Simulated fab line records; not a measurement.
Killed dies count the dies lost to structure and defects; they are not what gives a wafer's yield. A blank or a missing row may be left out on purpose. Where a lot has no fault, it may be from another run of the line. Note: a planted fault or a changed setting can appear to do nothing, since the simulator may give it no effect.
fab line records -- flow rit_cmos
record lots=5, wafers=15, last_day=7
route steps=202 shown ACTIVE@1 FOX1@20 FOX2@23 M1@202
lots untouched by any fault: they come from a run of this same line in which no faults occurred
start_h: hours from the record's first day to the start of the lot's first wafer shown -- wait_h: time in hours since the lot's previous step -- " identical to the entry in the row above -- L1.1+2: several wafers, shown together as one row -- - either no value or no given start -- * or withheld: withheld -- < > ~ a bound
route shown NAME@n: NAME is a module with steps in the file, n the number in the route of the first one -- usual: mean/standard deviation of fault-free wafers -- same: alike in all rows -- chamber/n: place in a boat -- sites: each site's reading -- _std_site: their standard deviation -- _edge_site: outer sites' mean less inner sites' -- radius_mm: how far each site lies from the wafer's centre -- mask NAME#n: copy n -- behind: the tool/chamber that last shaped the wafer -- hold: reason for holding the lot/hours on hold/outcome of the hold -- device: which transistor (n, p or np) failed to switch -- end of line: the tests these same wafers got at the end of their route -- step lacking rows: just its recipe -- killed: the dies lost at the first sort to structure and to defects; this is not the yield of the wafer -- map: a wafer's dies, marking killed ones x, the rest . and places with no die _
set.NAME: the run value of the setting; set.NAME@STEP: its run value at that earlier step -- model.NAME: the simulator's own value behind a step, which no gauge read
certain route steps with their lots: each step a table, each wafer a row
services: a tool's chamber out of use, with start hour (start_h, from the record's first day; less than 0 if before it), hours out, and reason
## steps
# step RIT_ACTIVE_BOW_MEAS_00
# recipe mode=bow
# usual INCOMING_BOW=0/7.1
lot.wafer,tool,chamber,start_h,wait_h,INCOMING_BOW[um]
L226.1,film_metro-02,-,20.00,-,4
L226.4,film_metro-02,-,20.00,-,10
L226.6,film_metro-02,-,20.00,-,-1
L235.1,film_metro-02,-,65.00,-,-14
L235.5,film_metro-02,-,65.00,-,-2
L235.6,film_metro-02,-,65.00,-,2
L241.4,film_metro-03,-,95.06,-,-3
L241.5,film_metro-03,-,95.06,-,8
L241.6,film_metro-03,-,95.06,-,12
L242.2,film_metro-02,-,100.02,-,-4
L242.3,film_metro-02,-,100.02,-,3
L242.4,film_metro-02,-,100.02,-,-3
L247.1,film_metro-01,-,125.00,-,-10
L247.5,film_metro-01,-,125.00,-,-11
L247.6,film_metro-01,-,125.00,-,-4
# step RIT_ACTIVE_OXIDATION_01
# recipe temp_c=1000, ambient=O2, target_thk_a=468, ox_time_s=3360
# step RIT_ACTIVE_THK_MEAS_02
# recipe reads=SiO2_of_ACTIVE_OXIDATION_01
# usual ACTIVE_OXIDE_THK=46.8/1.2
lot.wafer,tool,chamber,start_h,wait_h,ACTIVE_OXIDE_THK[nm]
L226.1,film_metro-03,-,22.05,0.0,48.6
L226.4,film_metro-03,-,22.05,0.0,48.2
L226.6,film_metro-03,-,22.05,0.0,48.5
L235.1,film_metro-02,-,67.52,0.0,49.3
L235.5,film_metro-02,-,67.52,0.0,49.3
L235.6,film_metro-02,-,67.52,0.0,48.1
L241.4,film_metro-01,-,97.08,0.0,46.9
L241.5,film_metro-01,-,97.08,0.0,47.2
L241.6,film_metro-01,-,97.08,0.0,46.8
L242.2,film_metro-03,-,102.06,0.0,46.0
L242.3,film_metro-03,-,102.06,0.0,46.4
L242.4,film_metro-03,-,102.06,0.0,46.2
L247.1,film_metro-01,-,127.05,0.0,46.7
L247.5,film_metro-01,-,127.05,0.0,46.4
L247.6,film_metro-01,-,127.05,0.0,47.0
# step RIT_ACTIVE_CVD_03
# recipe material=Si3N4, target_thk_nm=150, temp_c=810, precursor=SiH2Cl2/NH3, time_s=1500, pressure_mtorr=300, sih2cl2_flow_sccm=60, nh3_flow_sccm=150
# usual nh3_flow_sccm=150.0/0.44, sih2cl2_flow_sccm=60.01/0.16
lot.wafer,tool,chamber,start_h,wait_h,nh3_flow_sccm,sih2cl2_flow_sccm,model.Si3N4_of_ACTIVE_CVD_03.thk_nm
L226.1,lpcvd-02,0,22.11,0.1,149.8,60.02,150
L226.4,lpcvd-02,0,22.11,0.1,150.0,59.80,149.2
L226.6,lpcvd-02,0,22.11,0.1,150.2,59.95,150.9
L235.1,lpcvd-02,0,67.58,0.1,148.8,60.01,148.9
L235.5,lpcvd-02,0,67.58,0.1,149.3,60.13,149.6
L235.6,lpcvd-02,0,67.58,0.1,149.4,60.31,147.7
L241.4,lpcvd-02,0,97.11,0.0,179.9,59.81,169.3
L241.5,lpcvd-02,0,97.11,0.0,180.2,60.13,171.4
L241.6,lpcvd-02,0,97.11,0.0,179.9,59.75,169.6
L242.2,lpcvd-01,0,102.11,0.0,149.3,59.93,150.8
L242.3,lpcvd-01,0,102.11,0.0,149.2,59.98,150.9
L242.4,lpcvd-01,0,102.11,0.0,149.3,59.98,150.6
L247.1,lpcvd-01,1,127.11,0.1,149.3,59.96,151
L247.5,lpcvd-01,1,127.11,0.1,149.8,60.18,151.5
L247.6,lpcvd-01,1,127.11,0.1,149.4,59.87,151.5
# step RIT_ACTIVE_THK_MEAS_04
# recipe reads=Si3N4_of_ACTIVE_CVD_03
# usual ACTIVE_NITRIDE_THK=150.3/1.4
lot.wafer,tool,chamber,start_h,wait_h,ACTIVE_NITRIDE_THK[nm]
L226.1,film_metro-01,-,23.53,0.0,150.1
L226.4,film_metro-01,-,23.53,0.0,149.3
L226.6,film_metro-01,-,23.53,0.0,151.0
L235.1,film_metro-02,-,68.99,0.0,148.9
L235.5,film_metro-02,-,68.99,0.0,149.5
L235.6,film_metro-02,-,68.99,0.0,147.8
L241.4,film_metro-02,-,98.56,0.0,169.3
L241.5,film_metro-02,-,98.56,0.0,171.4
L241.6,film_metro-02,-,98.56,0.0,169.7
L242.2,film_metro-02,-,103.54,0.0,150.7
L242.3,film_metro-02,-,103.54,0.0,150.8
L242.4,film_metro-02,-,103.54,0.0,150.8
L247.1,film_metro-03,-,128.53,0.0,151.0
L247.5,film_metro-03,-,128.53,0.0,151.4
L247.6,film_metro-03,-,128.53,0.0,151.4
# step RIT_ACTIVE_HMDS_05
# recipe prime_time_s=60, prime_temp_c=140
# step RIT_ACTIVE_COAT_06
# recipe resist=NOVOLAK, spin_rpm=3178, resist_thk_nm=1000
# step RIT_ACTIVE_SOFTBAKE_07
# recipe resist=NOVOLAK, temp_c=90, time_s=60
# step RIT_ACTIVE_EXPOSE_08
# recipe mask_id=M1, na=0.6, source_shape=conventional, sigma_outer=0.6, target_cd_nm=1400, dose_mj=225
# step RIT_ACTIVE_PEB_09
# recipe resist=NOVOLAK, temp_c=withheld, time_s=withheld
# step RIT_ACTIVE_DEVELOP_10
# recipe resist=NOVOLAK, develop_time_s=50, dev_temp_c=23
# step RIT_ACTIVE_CD_MEAS_11
# recipe target_cd_nm=1400
# usual cd_nm=1401.1/1.9
lot.wafer,tool,chamber,start_h,wait_h,cd_nm
L226.1,cd_sem-01,-,24.56,-,1401.6
L226.4,cd_sem-01,-,24.56,-,1399.3
L226.6,cd_sem-01,-,24.56,-,1398.3
L235.1,cd_sem-02,-,70.03,-,1399.5
L235.5,cd_sem-02,-,70.03,-,1397.5
L235.6,cd_sem-02,-,70.03,-,1399.7
L241.4,cd_sem-01,-,99.62,-,1397.9
L241.5,cd_sem-01,-,99.62,-,1399.5
L241.6,cd_sem-01,-,99.62,-,1399.1
L242.2,cd_sem-02,-,104.58,-,1402.8
L242.3,cd_sem-02,-,104.58,-,1401.3
L242.4,cd_sem-02,-,104.58,-,1399.0
L247.1,cd_sem-02,-,129.49,-,1403.1
L247.5,cd_sem-02,-,129.49,-,1403.2
L247.6,cd_sem-02,-,129.49,-,1401.8
# step RIT_ACTIVE_HARDBAKE_12
# recipe resist=NOVOLAK, temp_c=140, time_s=60
# step RIT_ACTIVE_ETCH_13
# recipe stop_on=SiO2, chemistry=SF6, target=Si3N4, time_s=210, over_etch_frac=0.4, SF6_flow_sccm=200, pressure_mtorr=260, rf_w=125, target_depth_a=2100
# usual drypump_motor_current_A=5.6/0.46, oes_product_au=0.819/0.015, throttle_valve_pct=7.57/0.15
lot.wafer,tool,chamber,start_h,wait_h,drypump_motor_current_A,oes_product_au,rf_hours_counter_h,throttle_valve_pct,model.etch.depth_nm,model.ACTIVE.feature_depth_nm
L226.1,rie_diel-02,3,24.83,0.1,5.8,0.797,124,7.30,150,150.1
L226.4,rie_diel-02,2,24.83,0.1,4.9,0.809,88,7.53,149.2,149.2
L226.6,rie_diel-02,3,24.83,0.1,5.8,0.797,-,7.30,150.9,151
L235.1,rie_diel-04,2,70.30,0.1,5.7,0.818,131,7.48,148.9,150.4
L235.5,rie_diel-04,3,70.30,0.1,4.9,0.826,-,7.67,149.6,149.6
L235.6,rie_diel-04,1,70.30,0.1,6.5,0.804,-,7.77,147.7,147.7
L241.4,rie_diel-04,2,99.98,0.1,5.7,0.875,131,7.50,169.3,170.8
L241.5,rie_diel-04,0,99.98,0.1,5.5,0.862,-,7.74,171.4,172.9
L241.6,rie_diel-04,1,99.98,0.1,6.5,0.870,-,7.78,169.6,169.6
L242.2,rie_diel-03,1,104.83,0.1,5.5,0.843,89,7.36,150.8,151.3
L242.3,rie_diel-03,2,104.83,0.1,6.0,0.842,9,7.69,150.9,150.9
L242.4,rie_diel-03,3,104.83,0.1,5.6,0.822,79,7.58,150.6,150.7
L247.1,rie_diel-04,1,129.76,0.1,6.5,0.813,118,7.77,151,151
L247.5,rie_diel-04,3,129.76,0.1,4.9,0.826,-,7.67,151.5,151.5
L247.6,rie_diel-04,0,129.76,0.1,5.5,0.803,-,7.74,151.5,153
# step RIT_ACTIVE_STRIP_14
# recipe chemistry=O2, time_s=180, resist=NOVOLAK, platen_temp_c=withheld, power_w=500, pressure_mtorr=4000, o2_flow_sccm=4000
# usual drypump_motor_current_A=5.6/0.43
lot.wafer,tool,chamber,start_h,wait_h,drypump_motor_current_A,rf_hours_counter_h
L226.1,plasma_asher-01,1,24.97,0.1,6.0,39
L226.4,plasma_asher-01,0,24.97,0.1,5.9,-
L226.6,plasma_asher-01,1,24.97,0.1,6.0,-
L235.1,plasma_asher-01,1,70.43,0.1,6.1,44
L235.5,plasma_asher-01,0,70.43,0.1,6.0,-
L235.6,plasma_asher-01,1,70.43,0.1,6.0,-
L241.4,plasma_asher-01,1,100.17,0.1,6.0,-
L241.5,plasma_asher-01,1,100.17,0.1,6.0,-
L241.6,plasma_asher-01,0,100.17,0.1,6.0,-
L242.2,plasma_asher-03,0,104.97,0.1,5.4,40
L242.3,plasma_asher-03,1,104.97,0.1,5.4,-
L242.4,plasma_asher-03,0,104.97,0.1,5.4,-
L247.1,plasma_asher-03,0,129.89,0.1,5.4,1
L247.5,plasma_asher-03,1,129.89,0.1,5.4,-
L247.6,plasma_asher-03,0,129.89,0.1,5.4,-
# step RIT_ACTIVE_CD_MEAS_90
# recipe target_cd_nm=1400
# usual cd_nm=1401.1/1.9
lot.wafer,tool,chamber,start_h,wait_h,cd_nm
L226.1,cd_sem-02,-,25.14,0.1,1401.6
L226.4,cd_sem-02,-,25.14,0.1,1399.5
L226.6,cd_sem-02,-,25.14,0.1,1398.5
L235.1,cd_sem-01,-,70.61,0.1,1399.3
L235.5,cd_sem-01,-,70.61,0.1,1397.8
L235.6,cd_sem-01,-,70.61,0.1,1399.3
L241.4,cd_sem-02,-,100.35,0.1,1397.5
L241.5,cd_sem-02,-,100.35,0.1,1399.7
L241.6,cd_sem-02,-,100.35,0.1,1398.8
L242.2,cd_sem-01,-,105.16,0.1,1402.7
L242.3,cd_sem-01,-,105.16,0.1,1400.9
L242.4,cd_sem-01,-,105.16,0.1,1399.1
L247.1,cd_sem-02,-,130.06,0.1,1403.0
L247.5,cd_sem-02,-,130.06,0.1,1403.6
L247.6,cd_sem-02,-,130.06,0.1,1402.0
# step RIT_ACTIVE_CLEAN_15
# recipe chemistry=SC1, mix=3:3:50, time_s=600, temp_c=75
# step RIT_ACTIVE_CLEAN_16
# recipe chemistry=dHF, dilution=50:1, time_s=30
# step RIT_ACTIVE_CLEAN_17
# recipe chemistry=SC2, mix=3:3:50, time_s=600, temp_c=75, dry=n2_spin
# step RIT_FOX1_OXIDATION_00
# recipe temp_c=1094, ambient=H2O, target_thk_a=3507, p_h2o_torr=720, ox_time_s=1130
# step RIT_FOX1_THK_MEAS_01
# recipe reads=SiO2_of_FOX1_OXIDATION_00
# usual FOX1_OXIDE_THK=337/7.8
lot.wafer,tool,chamber,start_h,wait_h,FOX1_OXIDE_THK[nm]
L226.1,film_metro-01,-,28.34,0.0,339
L226.4,film_metro-01,-,28.34,0.0,340
L226.6,film_metro-01,-,28.34,0.0,342
L235.1,film_metro-04,-,72.48,0.0,345
L235.5,film_metro-04,-,72.48,0.0,335
L235.6,film_metro-04,-,72.48,0.0,336
L241.4,film_metro-01,-,102.12,0.0,335
L241.5,film_metro-01,-,102.12,0.0,328
L241.6,film_metro-01,-,102.12,0.0,332
L242.2,film_metro-04,-,108.05,0.0,336
L242.3,film_metro-04,-,108.05,0.0,340
L242.4,film_metro-04,-,108.05,0.0,335
L247.1,film_metro-04,-,134.03,0.0,332
L247.5,film_metro-04,-,134.03,0.0,334
L247.6,film_metro-04,-,134.03,0.0,342
# step RIT_FOX1_WET_ETCH_02
# recipe chemistry=BOE, target_depth_nm=350, time_s=390, temp_c=21.5, dry=n2_spin, dilution=10:1, target=SiO2
# step RIT_FOX2_OXIDATION_00
# recipe temp_c=1100, ambient=H2O, target_thk_a=3507, p_h2o_torr=720, ox_time_s=1130
# step RIT_FOX2_THK_MEAS_01
# recipe reads=SiO2_of_FOX2_OXIDATION_00
# usual FOX2_OXIDE_THK=353/6.6
lot.wafer,tool,chamber,start_h,wait_h,FOX2_OXIDE_THK[nm]
L226.1,film_metro-01,-,29.86,0.0,358
L226.4,film_metro-01,-,29.86,0.0,359
L226.6,film_metro-01,-,29.86,0.0,353
L235.1,film_metro-03,-,73.97,0.0,346
L235.5,film_metro-03,-,73.97,0.0,346
L235.6,film_metro-03,-,73.97,0.0,348
L241.4,film_metro-04,-,103.61,0.0,343
L241.5,film_metro-04,-,103.61,0.0,351
L241.6,film_metro-04,-,103.61,0.0,352
L242.2,film_metro-01,-,109.56,0.0,355
L242.3,film_metro-01,-,109.56,0.0,351
L242.4,film_metro-01,-,109.56,0.0,349
L247.1,film_metro-03,-,135.78,0.0,351
L247.5,film_metro-03,-,135.78,0.0,345
L247.6,film_metro-03,-,135.78,0.0,345
# step RIT_FOX2_CLEAN_02
# recipe chemistry=dHF, dilution=50:1, time_s=180
lot.wafer,tool,chamber,start_h,wait_h,model.Si3N4_of_ACTIVE_CVD_03.thk_nm
L226.1,wet_bench-04,0,29.92,0.1,130.9
L226.4,wet_bench-04,0,29.92,0.1,130.2
L226.6,wet_bench-04,0,29.92,0.1,131.9
L235.1,wet_bench-02,1,74.03,0.1,129.9
L235.5,wet_bench-02,1,74.03,0.1,130.6
L235.6,wet_bench-02,1,74.03,0.1,128.7
L241.4,wet_bench-02,1,103.64,0.0,150.2
L241.5,wet_bench-02,1,103.64,0.0,152.3
L241.6,wet_bench-02,1,103.64,0.0,150.5
L242.2,wet_bench-03,1,109.61,0.0,131.6
L242.3,wet_bench-03,1,109.61,0.0,131.8
L242.4,wet_bench-03,1,109.61,0.0,131.5
L247.1,wet_bench-03,2,135.84,0.1,131.9
L247.5+6,wet_bench-03,2,135.84,0.1,132.4
# step RIT_FOX2_WET_ETCH_03
# recipe chemistry=H3PO4, target=Si3N4, target_depth_nm=195, temp_c=165, time_s=2700
# step RIT_M1_PROBE_99
# usual killed_at_contacts=0.0/0.2, killed_at_front_end=7/3.1, killed_dies=7/3.1, killed_open=3.5/1.9, killed_short=3.6/2.1
# same gross_dies=264, killed_at_M0_to_M3=0, killed_at_M4_up=0, killed_at_back_side=0, killed_at_other=0
lot.wafer,tool,chamber,start_h,wait_h,killed_at_contacts,killed_at_front_end,killed_dies,killed_open,killed_short
L226.1,prober-02,-,70.26,0.1,0,7,7,3,4
L226.4,prober-02,-,70.41,0.2,0,5,5,2,3
L226.6,prober-02,-,70.51,0.2,0,8,8,2,6
L235.1,prober-01,-,111.38,0.1,0,6,6,2,4
L235.5,prober-01,-,111.58,0.2,0,6,6,2,4
L235.6,prober-01,-,111.63,0.2,0,6,6,3,3
L241.4,prober-01,-,143.59,0.2,0,7,7,3,4
L241.5,prober-01,-,143.64,0.2,0,5,5,2,3
L241.6,prober-01,-,143.69,0.2,0,16,16,8,8
L242.2,prober-02,-,148.72,0.1,0,11,11,7,4
L242.3,prober-02,-,148.77,0.2,0,10,10,6,4
L242.4,prober-02,-,148.82,0.2,0,16,16,5,11
L247.1,prober-01,-,176.41,0.1,0,5,5,2,3
L247.5,prober-01,-,176.61,0.2,1,11,12,7,5
L247.6,prober-01,-,176.66,0.2,0,4,4,2,2
# killed by level:class
L226.1 GATE:geometric_particle:short=3 GATE:geometric_particle:open=3 SILICIDE:geometric_particle:short=1
L226.4 SILICIDE:geometric_particle:open=2 SILICIDE:geometric_particle:short=2 REOX:geometric_particle:short=1
L226.6 GATE:geometric_particle:short=3 FOX1:geometric_particle:short=2 GATE:geometric_particle:open=1 REOX:geometric_particle:short=1 SILICIDE:geometric_particle:open=1
L235.1 REOX:geometric_particle:open=2 SILICIDE:geometric_particle:short=2 FOX1:geometric_particle:short=1 REOX:geometric_particle:short=1
L235.5 FOX1:geometric_particle:open=1 FOX1:geometric_particle:short=1 FOX2:geometric_particle:open=1 GATE:geometric_particle:short=1 SPACER:geometric_particle:short=1 SILICIDE:geometric_particle:short=1
L235.6 FOX1:geometric_particle:short=2 FOX1:geometric_particle:open=1 REOX:geometric_particle:open=1 SPACER:geometric_particle:open=1 SILICIDE:geometric_particle:short=1
L241.4 GATE:geometric_particle:open=2 GATE:geometric_particle:short=2 SILICIDE:geometric_particle:short=2 REOX:geometric_particle:open=1
L241.5 FOX1:geometric_particle:short=2 FOX1:geometric_particle:open=1 SPACER:geometric_particle:open=1 SILICIDE:geometric_particle:short=1
L241.6 GATE:geometric_particle:open=5 GATE:geometric_particle:short=5 FOX1:geometric_particle:short=1 FOX1:geometric_particle:open=1 FOX2:geometric_particle:short=1 FOX2:geometric_particle:open=1 SPACER:geometric_particle:open=1 SILICIDE:geometric_particle:short=1
L242.2 REOX:geometric_particle:open=3 GATE:geometric_particle:open=2 SPACER:geometric_particle:short=2 SILICIDE:geometric_particle:open=2 GATE:geometric_particle:short=1 REOX:geometric_particle:short=1
L242.3 GATE:geometric_particle:short=3 GATE:geometric_particle:open=2 SPACER:geometric_particle:open=2 SILICIDE:geometric_particle:open=2 FOX1:geometric_particle:short=1
L242.4 GATE:geometric_particle:short=7 REOX:geometric_particle:open=3 GATE:geometric_particle:open=2 REOX:geometric_particle:short=2 SPACER:geometric_particle:short=1 SILICIDE:geometric_particle:short=1
L247.1 GATE:geometric_particle:open=1 GATE:geometric_particle:short=1 SPACER:geometric_particle:short=1 SILICIDE:geometric_particle:short=1 SILICIDE:geometric_particle:open=1
L247.5 GATE:geometric_particle:open=3 REOX:geometric_particle:short=2 SILICIDE:geometric_particle:open=2 FOX1:geometric_particle:short=1 FOX1:geometric_particle:open=1 GATE:geometric_particle:short=1 SILICIDE:geometric_particle:short=1 CONTACT:geometric_particle:open=1
L247.6 FOX1:geometric_particle:short=1 REOX:geometric_particle:short=1 REOX:geometric_particle:open=1 SILICIDE:geometric_particle:open=1
## services
tool,chamber,start_h,hours,kind
wet_bench-03,-,18.18,0.7,repair
plasma_asher-03,-,30.14,7.3,repair
rie_diel-02,3,35.02,13.1,repair
rie_diel-03,2,56.03,2.7,repair
plasma_asher-01,-,60.14,2.8,pm
wet_bench-04,-,63.92,4.4,pm
rie_diel-04,0,70.20,2.9,repair
plasma_asher-03,-,79.26,1.9,repair
wet_bench-02,-,79.87,1.0,repair
rie_diel-03,0,84.88,4.8,repair
lpcvd-01,-,96.11,6.0,pm
plasma_asher-03,-,108.75,9.0,pm
plasma_asher-03,0,108.75,9.0,vent_cycle
plasma_asher-03,1,108.75,9.0,vent_cycle
lpcvd-02,-,115.61,6.0,pm
plasma_asher-03,0,117.75,-,clean
plasma_asher-03,1,117.75,-,clean
plasma_asher-03,-,133.45,1.9,repair
## key
first_sign step=RIT_ACTIVE_CVD_03, reading=nh3_flow_sccm, direction=up, sigmas=69, usual=150.0, struck=180.0
effect step=RIT_ACTIVE_THK_MEAS_04, reading=ACTIVE_NITRIDE_THK, direction=up, sigmas=14, usual=150.3, struck=170.1
effect step=RIT_ACTIVE_ETCH_13, reading=oes_product_au, direction=up, sigmas=3.3, usual=0.819, struck=0.869
model_effect step=RIT_ACTIVE_CVD_03, value=Si3N4_of_ACTIVE_CVD_03.thk_nm, without=148.7, struck=170.1
model_effect step=RIT_ACTIVE_ETCH_13, value=etch.depth_nm, without=148.7, struck=170.1
model_effect step=RIT_FOX2_CLEAN_02, value=Si3N4_of_ACTIVE_CVD_03.thk_nm, without=129.5, struck=151
met_at RIT_ACTIVE_CVD_03
struck_wafers L241.4,L241.5,L241.6
tester_left_out L241
onset_between 67.58 97.11
fault kind=process_parameter_drift, tool=lpcvd-02, chamber=0, onset_h=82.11, steps=RIT_ACTIVE_CVD_03, channel=nh3_flow_sccm, offset=30, shape=step, end_h=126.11, acts_in=these_recipes_only, stated=150
# tester_left_out: of these lots the tester's yield and bins aren't shown, on N5 and GAA mostly nor the transistor test; their killed dies are dies lost to structure and defects alone, not to doping, threshold or leakage, so they don't give the yield
